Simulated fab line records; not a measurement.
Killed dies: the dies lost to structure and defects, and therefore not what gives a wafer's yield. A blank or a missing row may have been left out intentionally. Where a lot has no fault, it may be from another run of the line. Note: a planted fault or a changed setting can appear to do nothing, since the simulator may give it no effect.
A struck lot beside a sound one	flow ritCmos	44 out of 202 route steps
Sound: wafers L752.4, L752.5, L752.6. Struck: wafers L748.2, L748.5, L748.6. The cause is given at the end.
For every step that has rows: the tool of each side, followed by ch and its chambers, followed by its first start. Under that, the readings that differ: sound wafers	struck wafers	difference of the means	sigmas: that difference in standard deviations of wafers without a fault.
alike: readings with means less than 2 such deviations apart, plus words and numbers identical on both sides. not compared: withheld readings, readings lacking a value on some wafer, bounds such as >300 that could conceal the same value, and numbers that have no deviation in the record and whose values overlap.
Wherever a step has rows on one side only, a row that says differs or no value, or a row with sigmas, the two part there. Numbers that have no deviation but don't overlap get no sigmas and don't part them. Lack of a reading on every wafer of one side parts them only where that side has two or more wafers.

first, 4 steps without rows for these wafers: RIT_SDANNEAL_CLEAN_00 (cleans in SC1, time 600 s); RIT_SDANNEAL_CLEAN_01 (cleans in dHF, time 30 s); RIT_SDANNEAL_CLEAN_02 (cleans in SC2, time 600 s); RIT_SDANNEAL_RTA_03 (time 5 s).
RIT_SDANNEAL_RS_MEAS_04: measures by four-point-probe.
  sound: filmMetro-02 at day 6 12:35; struck: filmMetro-02 at day 5 11:10
  alike: PSD_RS
RIT_SDANNEAL_RS_MEAS_05: measures by four-point-probe.
  sound: filmMetro-02 at day 6 12:42; struck: filmMetro-02 at day 5 11:17
  alike: NSD_RS
RIT_SDANNEAL_RS_MEAS_06: measures by four-point-probe.
  sound: filmMetro-02 at day 6 12:49; struck: filmMetro-02 at day 5 11:25
  alike: PLDD_RS
RIT_SDANNEAL_RS_MEAS_07: measures by four-point-probe.
  sound: filmMetro-02 at day 6 12:56; struck: filmMetro-02 at day 5 11:32
  alike: NLDD_RS
then, 1 step without rows for these wafers: RIT_SILICIDE_WET_ETCH_00 (etches SiO2 in BOE, target depth 14 nm, time 15.47 s).
RIT_SILICIDE_SPUTTER_01: material Ti, target thk 30 nm, time 240 s.
  sound: pvdSputter-02 at day 6 13:01; struck: pvdSputter-01 at day 5 11:38
  alike: substrateTempC, throttleValvePct
RIT_SILICIDE_RS_MEAS_02: measures by four-point-probe.
  sound: filmMetro-01 at day 6 13:14; struck: filmMetro-03 at day 5 11:49
  alike: SILICIDE_TI_RS
RIT_SILICIDE_THK_MEAS_03: measures by xrf.
  sound: filmMetro-01 at day 6 13:19; struck: filmMetro-03 at day 5 11:55
  alike: SILICIDE_TI_THK
RIT_SILICIDE_RTA_04: time 10 s, ramp up 5 s, ramp down 5 s.
  sound on rtpAnneal-01 ch 0, day 6 13:23; struck on rtpAnneal-02 ch 0, day 5 11:59
reading	sound	struck	difference	sigmas
wafer_temp_C_max	653.2 654.2 654.8	656.5 656.4 657.2	+2.6	+4
then, 2 steps without rows for these wafers: RIT_SILICIDE_WET_ETCH_05 (etches Ti in SPM, time 120 s); RIT_SILICIDE_RTA_06 (time 10 s, ramp up 5 s, ramp down 10 s).
RIT_CONTACT_CVD_00: deposits SiO2 from TEOS, target thk 400 nm, time 59.75 s.
  sound on pecvd-03 ch 0,1,2, day 6 13:33; struck on pecvd-04 ch 0,1, day 5 12:09
  alike: heaterPowerW, rfFwdPowerW
RIT_CONTACT_THK_MEAS_01:
  sound: filmMetro-02 at day 6 13:36; struck: filmMetro-04 at day 5 12:13
  alike: CONTACT_TEOS_THK
then, 6 steps without rows for these wafers: RIT_CONTACT_HMDS_02 (prime time 60 s); RIT_CONTACT_COAT_03 (resist thk 1000 nm); RIT_CONTACT_SOFTBAKE_04 (time 60 s); RIT_CONTACT_EXPOSE_05 (exposes mask M11, target cd 1000 nm); RIT_CONTACT_PEB_06; RIT_CONTACT_DEVELOP_07 (develop time 120 s).
RIT_CONTACT_CD_MEAS_08: the cd target is 1000 nm.
  sound: cdSem-01 at day 6 14:59; struck: cdSem-01 at day 5 13:22
  alike: cdNm
RIT_CONTACT_OVL_MEAS_09:
  sound: overlay-01 at day 6 15:04; struck: overlay-01 at day 5 13:29
  alike: CONTACT_OVL
then, 1 step without rows for these wafers: RIT_CONTACT_HARDBAKE_10 (time 60 s).
RIT_CONTACT_ETCH_11: etches SiO2 in CHF3/CF4/Ar, stops on TiSi2, target depth 480 nm, time 320 s.
  sound on rieDiel-04 ch 0,2,3, day 6 15:14; struck on rieDiel-04 ch 0,1, day 5 13:40
  alike: cf4FlowSccm, drypumpMotorCurrentA, oesProductAu, rfFwdPowerW, throttleValvePct
  not compared: rfHoursCounterH
RIT_CONTACT_STRIP_12: strips in O2, time 180 s.
  sound on plasmaAsher-02 ch 0,1, day 6 15:29; struck on plasmaAsher-01 ch 0,1, day 5 13:51
  alike: drypumpMotorCurrentA, rfReflPowerW
  not compared: rfHoursCounterH
RIT_CONTACT_CD_MEAS_90: the cd target is 1000 nm.
  sound: cdSem-01 at day 6 15:40; struck: cdSem-01 at day 5 14:03
  alike: cdNm
then, 2 steps without rows for these wafers: RIT_CONTACT_CLEAN_13 (cleans in SC1, time 600 s); RIT_CONTACT_CLEAN_14 (cleans in SC2, time 600 s).
RIT_M1_SPUTTER_00: material Al, target thk 400 nm, time 491.7 s.
  sound: pvdSputter-03 at day 6 16:04; struck: pvdSputter-02 at day 5 14:31
  alike: substrateTempC, throttleValvePct
RIT_M1_RS_MEAS_01: measures by four-point-probe.
  sound: filmMetro-02 at day 6 16:26; struck: filmMetro-03 at day 5 14:50
  alike: M1_AL_RS
RIT_M1_THK_MEAS_02: measures by xrf.
  sound: filmMetro-02 at day 6 16:31; struck: filmMetro-03 at day 5 14:56
  alike: M1_AL_THK
then, 6 steps without rows for these wafers: RIT_M1_HMDS_03 (prime time 60 s); RIT_M1_COAT_04 (resist thk 1300 nm); RIT_M1_SOFTBAKE_05 (time 60 s); RIT_M1_EXPOSE_06 (exposes mask M12, target cd 2600 nm); RIT_M1_PEB_07; RIT_M1_DEVELOP_08 (develop time 68 s).
RIT_M1_CD_MEAS_09: the cd target is 2600 nm.
  sound: cdSem-02 at day 6 17:40; struck: cdSem-02 at day 5 15:53
  alike: cdNm
RIT_M1_OVL_MEAS_10:
  sound: overlay-01 at day 6 17:44; struck: overlay-02 at day 5 15:59
  alike: M1_OVL
RIT_M1_METAL_ETCH_12: etches Al in Cl2/BCl3, stops on SiO2, time 165 s, target depth 600 nm.
  sound on rieMetal-02 ch 0,1, day 6 18:04; struck on rieMetal-04 ch 0,1, day 5 16:16
reading	sound	struck	difference	sigmas
oesProductAu (a.u.)	0.792 0.777 0.785	0.764 0.765 0.770	-0.018	-2
  alike: drypumpMotorCurrentA, rfFwdPowerW, throttleValvePct
  not compared: rfHoursCounterH, model.M1.cdNm
next, for these wafers, 1 step has no rows: RIT_M1_PROBE_99.

== WHERE THEY PART ==
Last at RIT_M1_METAL_ETCH_12 as far as this record goes, first at RIT_SILICIDE_RTA_04.

WHY: what had been put in by the simulator
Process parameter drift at RIT_SILICIDE_RTA_04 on rtpAnneal-02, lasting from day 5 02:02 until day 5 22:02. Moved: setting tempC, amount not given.
